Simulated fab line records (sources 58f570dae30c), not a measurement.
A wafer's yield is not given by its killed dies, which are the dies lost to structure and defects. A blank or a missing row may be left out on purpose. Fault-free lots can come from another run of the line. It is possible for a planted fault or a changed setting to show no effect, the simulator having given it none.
fab line records + flow berkeleyCmos170
[record]
- lots = 5
- wafers = 15
- lastDay = 12
route steps=331 shown NWELL@17
lots with no fault: from the same line, run without faults
startH: hours from the record's first day to the start of the lot's first wafer shown + waitH: hours since the lot's step before + " repeats the value in the row above + L1.1+2: a row that stands for several wafers + - no value, or no start was given + * or withheld: withheld + < > ~ a bound
route shown NAME@n: a module of which the file shows steps, and the number in the route of the first + usual: mean and standard deviation over wafers with no fault + same: alike in all rows + chamber/n: place in a boat + sites: readings site by site + _std_site: the standard deviation of these + _edge_site: mean of outer sites minus mean of inner sites + radiusMm: how far each site lies from the wafer's centre + mask NAME#n: copy n + behind: the most recent tool/chamber to have shaped the wafer + hold: why the lot was held/for how many hours/how that ended + device: the n, p or np transistor that did not switch + end of line: tests run on the same wafers once the route is complete + a step given without rows: its recipe and nothing more + killed: dies lost to structure and defects at the first sort, not the wafer's yield + map: dies across one wafer; x = killed, . = not, _ = none there
set.NAME: the setting the step ran with; set.NAME@STEP: the setting that earlier step ran with + model.NAME: the simulator's own value behind a step, which no gauge read
certain route steps with their lots: each step a table, each wafer a row
services: when a tool's chamber went out of use (startH, in hours from the record's first day, below 0 if earlier), for how many hours, and the reason
[[steps]]
[step UCB170_NWELL_ANNEAL_03]
[recipe]
- tempC = 1000
- timeS = 900
- ambient = N2
[usual]
- spikeTcSourceC = 1027/4.1
| lot.wafer | tool       | chamber | startH | waitH | spikeTcSourceC |
|-----------|------------|---------|--------|-------|----------------|
| L074.2    | furnace-01 | 0       | 30.50  | 3.0   | 1031           |
| L074.3    | "          | 0       | "      | "     | 1032           |
| L074.6    | "          | 0       | "      | "     | 1031           |
| L076.1    | furnace-04 | 0       | 38.33  | 0.1   | 1028           |
| L076.3    | "          | 0       | "      | "     | 1026           |
| L076.4    | "          | 0       | "      | "     | 1026           |
| L085.1    | furnace-01 | 0       | 84.72  | 3.5   | 1032           |
| L085.2    | "          | 0       | "      | "     | 1031           |
| L085.3    | "          | 0       | "      | "     | 1031           |
| L090.2    | furnace-01 | 0       | 114.81 | 5.9   | 1031           |
| L090.3    | "          | 0       | "      | "     | 1031           |
| L090.4    | "          | 0       | "      | "     | 1030           |
| L092.2    | furnace-02 | 0       | 121.93 | 3.2   | 1019           |
| L092.3    | "          | 0       | "      | "     | 1021           |
| L092.6    | "          | 0       | "      | "     | 1020           |
[step UCB170_NWELL_CVD_04]
[recipe]
- material = Si3N4
- targetThkNm = 224
- tempC = 800
- precursor = SiH2Cl2/NH3
- timeS = 3360
- pressureMtorr = 200
- sih2cl2FlowSccm = 25
- nh3FlowSccm = 75
[usual]
- nh3FlowSccm = 74.95/0.24
- spikeTcSourceC = 821.4/2.4
| lot.wafer | tool     | chamber | startH | waitH | nh3FlowSccm | spikeTcSourceC |
|-----------|----------|---------|--------|-------|-------------|----------------|
| L074.2    | lpcvd-02 | 1       | 31.75  | 0.0   | 74.92       | 823.1          |
| L074.3    | "        | 1       | "      | "     | 74.74       | 823.4          |
| L074.6    | "        | 1       | "      | "     | 74.91       | 821.9          |
| L076.1    | lpcvd-01 | 1       | 39.58  | 0.0   | 74.71       | 818.7          |
| L076.3    | "        | 1       | "      | "     | 74.67       | 819.3          |
| L076.4    | "        | 1       | "      | "     | 74.85       | 817.8          |
| L085.1    | lpcvd-01 | 0       | 85.97  | 0.0   | 75.23       | 823.6          |
| L085.2    | "        | 0       | "      | "     | 74.85       | 822.5          |
| L085.3    | "        | 0       | "      | "     | 74.88       | 824.1          |
| L090.2    | lpcvd-02 | 0       | 116.06 | 0.0   | 74.74       | 823.5          |
| L090.3    | "        | 0       | "      | "     | 74.55       | 824.2          |
| L090.4    | "        | 0       | "      | "     | 74.93       | 823.9          |
| L092.2    | lpcvd-01 | 1       | 123.18 | 0.0   | 75.13       | 819.3          |
| L092.3    | "        | 1       | "      | "     | 75.18       | 819.0          |
| L092.6    | "        | 1       | "      | "     | 74.75       | 819.9          |
[step UCB170_NWELL_THK_MEAS_05]
[recipe]
- reads = Si3N4_of_NWELL_CVD_04
[usual]
- NWELL_NITRIDE_THK = 223.3/2.4
| lot.wafer | tool         | chamber | startH | waitH | NWELL_NITRIDE_THK[nm] |
|-----------|--------------|---------|--------|-------|-----------------------|
| L074.2    | filmMetro-04 | -       | 33.70  | 0.0   | 226.5                 |
| L074.3    | "            | -       | "      | "     | 226.3                 |
| L074.6    | "            | -       | "      | "     | 225.0                 |
| L076.1    | filmMetro-02 | -       | 41.51  | 0.0   | 220.7                 |
| L076.3    | "            | -       | "      | "     | 221.4                 |
| L076.4    | "            | -       | "      | "     | 220.1                 |
| L085.1    | filmMetro-01 | -       | 87.90  | 0.0   | 218.5                 |
| L085.2    | "            | -       | "      | "     | 218.3                 |
| L085.3    | "            | -       | "      | "     | 218.5                 |
| L090.2    | filmMetro-04 | -       | 118.00 | 0.0   | 222.8                 |
| L090.3    | "            | -       | "      | "     | 223.1                 |
| L090.4    | "            | -       | "      | "     | 224.1                 |
| L092.2    | filmMetro-04 | -       | 125.12 | 0.0   | 219.7                 |
| L092.3    | "            | -       | "      | "     | 221.6                 |
| L092.6    | "            | -       | "      | "     | 224.4                 |
[step UCB170_NWELL_HMDS_06]
[recipe]
- primeTimeS = 60
- primeTempC = 100
[same]
- primeTimeS = 60
| lot.wafer  | tool          | chamber | startH | waitH |
|------------|---------------|---------|--------|-------|
| L074.2+3+6 | lithoTrack-01 | 0       | 33.81  | 0.1   |
| L076.1+3+4 | lithoTrack-03 | 0       | 42.37  | 0.8   |
| L085.1+2+3 | lithoTrack-04 | 0       | 88.45  | 0.5   |
| L090.2+3+4 | lithoTrack-04 | 0       | 118.78 | 0.8   |
| L092.2+3+6 | lithoTrack-01 | 0       | 125.20 | 0.1   |
[step UCB170_NWELL_COAT_07]
[recipe]
- resist = KrF
- spinRpm = 1500
- resistThkNm = 900
[usual]
- dispensePressureKPa = 49/6.1
| lot.wafer | tool          | chamber | startH | waitH | dispensePressureKPa |
|-----------|---------------|---------|--------|-------|---------------------|
| L074.2    | lithoTrack-01 | 0       | 33.96  | 0.1   | 46                  |
| L074.3    | "             | 0       | "      | "     | 46                  |
| L074.6    | "             | 0       | "      | "     | 46                  |
| L076.1    | lithoTrack-03 | 0       | 42.52  | 0.1   | 44                  |
| L076.3    | "             | 0       | "      | "     | 44                  |
| L076.4    | "             | 0       | "      | "     | 44                  |
| L085.1    | lithoTrack-04 | 0       | 88.60  | 0.1   | 58                  |
| L085.2    | "             | 0       | "      | "     | 58                  |
| L085.3    | "             | 0       | "      | "     | 58                  |
| L090.2    | lithoTrack-04 | 0       | 118.93 | 0.1   | 58                  |
| L090.3    | "             | 0       | "      | "     | 58                  |
| L090.4    | "             | 0       | "      | "     | 58                  |
| L092.2    | lithoTrack-01 | 0       | 125.35 | 0.1   | 46                  |
| L092.3    | "             | 0       | "      | "     | 46                  |
| L092.6    | "             | 0       | "      | "     | 46                  |
[step UCB170_NWELL_SOFTBAKE_08]
[recipe]
- resist = KrF
- tempC = 130
- timeS = 60
| lot.wafer  | tool          | chamber | startH | waitH |
|------------|---------------|---------|--------|-------|
| L074.2+3+6 | lithoTrack-01 | 0       | 34.11  | 0.1   |
| L076.1+3+4 | lithoTrack-03 | 0       | 42.67  | 0.1   |
| L085.1+2+3 | lithoTrack-04 | 0       | 88.75  | 0.1   |
| L090.2+3+4 | lithoTrack-04 | 0       | 119.08 | 0.1   |
| L092.2+3+6 | lithoTrack-01 | 0       | 125.50 | 0.1   |
[step UCB170_NWELL_EXPOSE_09]
[recipe]
- maskId = NWELL
- targetCdNm = 3000
- na = 0.5
- sigmaOuter = 0.6
- sourceShape = conventional
- doseMj = 25
| lot.wafer  | tool          | chamber | startH | waitH | mask    |
|------------|---------------|---------|--------|-------|---------|
| L074.2+3+6 | krfScanner-02 | 0       | 34.25  | 0.1   | NWELL#0 |
| L076.1+3+4 | krfScanner-01 | 0       | 42.82  | 0.1   | NWELL#0 |
| L085.1+2+3 | krfScanner-02 | 0       | 88.90  | 0.1   | NWELL#0 |
| L090.2+3+4 | krfScanner-01 | 0       | 119.33 | 0.2   | NWELL#0 |
| L092.2+3+6 | krfScanner-02 | 0       | 125.77 | 0.2   | NWELL#0 |
[step UCB170_NWELL_PEB_10]
[recipe]
- pebTempC = 130
- pebTimeS = withheld
- resist = KrF
| lot.wafer  | tool          | chamber | startH | waitH |
|------------|---------------|---------|--------|-------|
| L074.2+3+6 | lithoTrack-01 | 0       | 34.37  | 0.1   |
| L076.1+3+4 | lithoTrack-03 | 0       | 43.37  | 0.5   |
| L085.1+2+3 | lithoTrack-03 | 0       | 89.29  | 0.4   |
| L090.2+3+4 | lithoTrack-03 | 0       | 120.38 | 1.0   |
| L092.2+3+6 | lithoTrack-01 | 0       | 125.89 | 0.1   |
[step UCB170_NWELL_DEVELOP_11]
[recipe]
- developer = TMAH
- developTimeS = 45
- resist = KrF
- devTempC = 21
| lot.wafer  | tool          | chamber | startH | waitH |
|------------|---------------|---------|--------|-------|
| L074.2+3+6 | lithoTrack-01 | 0       | -      | -     |
| L076.1+3+4 | lithoTrack-03 | 0       | -      | -     |
| L085.1+2+3 | lithoTrack-03 | 0       | -      | -     |
| L090.2+3+4 | lithoTrack-03 | 0       | -      | -     |
| L092.2+3+6 | lithoTrack-01 | 0       | -      | -     |
[[services]]
| tool          | chamber | startH | hours | kind   |
|---------------|---------|--------|-------|--------|
| krfScanner-01 | -       | 20.00  | 0.3   | repair |
| krfScanner-02 | -       | 25.72  | 0.8   | pm     |
| lpcvd-01      | -       | 29.95  | 0.6   | repair |
| krfScanner-01 | -       | 34.83  | 1.3   | pm     |
| krfScanner-02 | -       | 38.42  | 4.4   | pm     |
| krfScanner-02 | -       | 42.80  | 0.8   | pm     |
| krfScanner-01 | -       | 61.60  | 0.8   | pm     |
| lpcvd-02      | -       | 67.77  | 0.8   | pm     |
| krfScanner-02 | -       | 81.43  | 1.0   | pm     |
| krfScanner-01 | -       | 90.94  | 4.4   | pm     |
| lpcvd-02      | -       | 96.53  | 2.8   | pm     |
| krfScanner-01 | -       | 110.65 | 1.0   | pm     |
| krfScanner-02 | -       | 113.35 | 10.4  | repair |
[[key]]
fault none
